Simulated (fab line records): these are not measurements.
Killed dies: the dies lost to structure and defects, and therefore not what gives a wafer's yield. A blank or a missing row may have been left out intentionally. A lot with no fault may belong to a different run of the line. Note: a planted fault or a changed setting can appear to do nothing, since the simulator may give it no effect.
Which tool did it? :: flow berkeleyCmos170 :: 7 lots (21 wafers sampled), 1 step of a 331-step route

== WHAT EACH GAUGE READ, for each wafer ==
UCB170_PWELL_OVL_MEAS_13.
lot: L179
measured: day 3 05:28
on: overlay-01
PWELL_OVL (nm): -2 6 3

lot: L183
measured: day 4 08:37
on: overlay-01
PWELL_OVL (nm): 9 8 12

lot: L185
measured: day 4 12:50
on: overlay-01
PWELL_OVL (nm): 4 3 11

lot: L187
measured: day 5 02:17
on: overlay-01
PWELL_OVL (nm): 4 -4 2

lot: L193
measured: day 6 07:22
on: overlay-01
PWELL_OVL (nm): 8 1 4

lot: L195
measured: day 7 00:20
on: overlay-01
PWELL_OVL (nm): 13 5 13

lot: L197
measured: day 7 00:36
on: overlay-01
PWELL_OVL (nm): 11 12 9

== EACH LOT AND THE TOOL THAT RAN IT (in order: tool; ch and the chambers of the sampled wafers; start) ==
The record shows no process step preceding these readings.

== THE ANSWER, worked out from the rows above alone ==
Rule: what is usual is taken from the lots themselves. Put in order of their means at a reading, lots are off if they are a third of the lots or fewer, leave a main group of 4 or more, and stand apart from it by a gap of 3 or more times the standard deviation of the main group's means; of several such gaps the widest counts. Not used: any main group whose means are identical at the precision the tables above print for the reading. Also off: a lot with no number at a reading for which 4 or more lots have one. Any other lot the step has rows for is counted as sound.
Across all readings shown, no lot is off: no conclusion can be drawn from this.

== WHAT THE SIMULATOR HAD INSERTED ==
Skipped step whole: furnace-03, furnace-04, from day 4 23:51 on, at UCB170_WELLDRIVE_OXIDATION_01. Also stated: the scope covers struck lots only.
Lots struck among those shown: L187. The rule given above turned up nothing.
